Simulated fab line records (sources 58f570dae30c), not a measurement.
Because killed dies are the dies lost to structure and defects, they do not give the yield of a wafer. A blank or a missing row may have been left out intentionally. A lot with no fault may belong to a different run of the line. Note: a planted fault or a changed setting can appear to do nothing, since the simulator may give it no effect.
The tool behind it: which one? | flow berkeley-cmos170 | 15 lots (45 wafers sampled), 1 step of a 331-step route

== WHAT EACH GAUGE READ, for each wafer ==
No reading from a measuring or inspecting step in the record can be judged against a usual standard deviation.

== WHICH TOOL RAN EACH LOT (tool, then ch and the chambers of the sampled wafers, then the start) ==
lot  | UCB170_V1_PEB_10
L321 | litho-track-01 ch 0, day 8 01:49
L324 | litho-track-04 ch 0, day 8 20:35
L322 | litho-track-04 ch 0, day 8 22:43
L329 | litho-track-01, day 9 23:56
L328 | litho-track-04, day 10 00:08
L330 | litho-track-01, day 10 13:19
L334 | litho-track-01 ch 0, day 11 06:14
L335 | litho-track-02 ch 0, day 11 06:29
L336 | litho-track-01 ch 0, day 11 16:16
L337 | litho-track-02 ch 0, day 12 07:43
L338 | litho-track-01 ch 0, day 12 10:28
L339 | litho-track-01 ch 0, day 12 13:14
L341 | litho-track-02 ch 0, day 12 14:37
L340 | litho-track-01 ch 0, day 12 14:47
L342 | litho-track-02 ch 0, day 13 04:18
- UCB170_V1_PEB_10

== AS READ BY THE TOOLS THEMSELVES (means over the sampled wafers that have a number; for cases with no such wafer, the mark the record gives instead) ==
UCB170_V1_PEB_10. Usual: chill-plate-temp-C 23.00 C, standard deviation 0.09; exhaust-pa 44.8 Pa, standard deviation 0.83; resist-line-temp-C 23.00 C, standard deviation 0.096.
lot  | tool           | chill-plate-temp-C (C) | exhaust-pa (Pa) | resist-line-temp-C (C) | flag
L321 | litho-track-01 | 23.03                  | 43.9            | 22.95                  |
L324 | litho-track-04 | 22.89                  | 43.9            | 23.05                  |
L322 | litho-track-04 | 23.01                  | 43.5            | 22.96                  |
L329 | litho-track-01 | -                      | -               | -                      | OFF
L328 | litho-track-04 | -                      | -               | -                      | OFF
L330 | litho-track-01 | -                      | -               | -                      | OFF
L334 | litho-track-01 | 23.06                  | 47.0            | 23.05                  |
L335 | litho-track-02 | 22.94                  | 44.6            | 22.85                  |
L336 | litho-track-01 | 22.95                  | 45.2            | 22.98                  |
L337 | litho-track-02 | 23.10                  | 45.3            | 22.96                  |
L338 | litho-track-01 | 23.10                  | 45.0            | 23.04                  |
L339 | litho-track-01 | 23.02                  | 44.7            | 23.04                  |
L341 | litho-track-02 | 23.01                  | 44.9            | 22.88                  |
L340 | litho-track-01 | 22.91                  | 44.8            | 23.00                  |
L342 | litho-track-02 | 22.87                  | 44.8            | 23.03                  |

== THE ANSWER, worked out from the rows above alone ==
Rule: a lot counts as off when the mean over its wafers that have a number is more than 3 standard deviations away from the usual mean. Also off: a lot with no number at a reading for which 4 or more lots have one. All remaining lots with rows at the step are treated as sound. The gauges are gone through in route order, then the tools' own readings, and for those a lot's mean is taken as printed above. The first step at which some lot is off is used, and at that step the reading that is off furthest; a lot without a number counts as furthest.
Off: L329, L328, L330 (UCB170_V1_PEB_10, chill-plate-temp-C). Without a number there: L329, L328, L330.
A tool fits if, at that step or a process step before it, it ran every lot that is off, and no sound lot after the first of them. No candidate that was tried fits.

== WHAT HAD BEEN PUT IN BY THE SIMULATOR ==
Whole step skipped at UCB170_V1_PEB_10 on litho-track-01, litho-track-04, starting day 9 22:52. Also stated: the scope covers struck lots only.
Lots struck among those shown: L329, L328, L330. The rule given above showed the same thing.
